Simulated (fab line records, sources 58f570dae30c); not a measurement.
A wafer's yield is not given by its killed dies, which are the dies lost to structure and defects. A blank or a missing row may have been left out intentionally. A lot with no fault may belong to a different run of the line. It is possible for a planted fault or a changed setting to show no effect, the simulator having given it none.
The same fault as seen by 2 desks | flow berkeleyCmos170 | numbers are kept per desk, each desk with only its own; the story behind them comes last

METROLOGY DESK
What the gauges read, lot by lot, whatever tool the lot ran on: means of the sampled wafers that have a number. A lot is out of limits, marked OUT, if its mean lies more than 4 standard deviations from the usual mean; the brackets give that distance.
Columns: A = cdNm at UCB170_GATE_CD_MEAS_90, usual 349.9 nm; B = SPACER_TEOS_THK at UCB170_SPACER_THK_MEAS_01, usual 378 nm
lot  | first seen here | A     | B
L299 | day 5 23:57     | 349.4 | 373
L298 | day 6 00:04     | 349.5 | 377
L300 | day 6 15:30     | 349.2 | 378
L302 | day 7 04:44     | 348.5 | 383
L303 | day 7 05:18     | 349.0 | 379
L307 | day 8 06:46     | 351.5 | 520 (+30) OUT
L306 | day 8 06:53     | 348.1 | 375
L308 | day 8 15:11     | 350.7 | 519 (+29) OUT
L309 | day 8 15:27     | 347.5 | 379
L312 | day 8 22:19     | 351.5 | 377
L315 | day 9 16:31     | 350.6 | 381
L316 | day 10 09:43    | 349.0 | 373
L318 | day 10 19:52    | 350.4 | 376
L320 | day 11 10:05    | 351.4 | 377
Per this desk, out of limits: L307, L308; the first was L307, day 8 10:58 (SPACER_TEOS_THK at UCB170_SPACER_THK_MEAS_01). L299, L298, L300, L302, L303, L306, L309, L312, L315, L316, L318, L320 stayed within limits.

THE TOOL OWNER'S DESK: pecvd-02
The tool's own readings at UCB170_SPACER_CVD_00 (deposits SiO2 from TEOS/O2, target thk 376 nm, time 47 s): means of the sampled wafers that have a number, for each lot that ran on this tool. A lot is out of limits, marked OUT, if its mean lies more than 4 standard deviations from the usual mean; the brackets give that distance.
Columns: A = heaterPowerW at UCB170_SPACER_CVD_00, usual 260 W
lot  | first seen here | A
L299 | day 6 04:17     | 293
L307 | day 8 10:55     | 223
L308 | day 8 19:16     | 231
L320 | day 11 15:12    | 227
Finding of this desk: none of the 4 lots has anything out of limits.

BROUGHT TOGETHER
At day 8 10:58 the metrology desk could have sounded an alarm, on L307, L308.
The tool owner's desk saw nothing out of limits.
On record at the tool owner's desk: L307, L308, within its limits.
UCB170_SPACER_CVD_00 was run on pecvd-02 by each of the lots named.

WHAT THE SIMULATOR PUT IN
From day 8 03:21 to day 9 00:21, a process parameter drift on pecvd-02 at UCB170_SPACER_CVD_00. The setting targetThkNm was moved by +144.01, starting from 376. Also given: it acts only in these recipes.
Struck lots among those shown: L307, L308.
Hours from the fault's start to each desk's first reading out of limits: the metrology desk, 8.
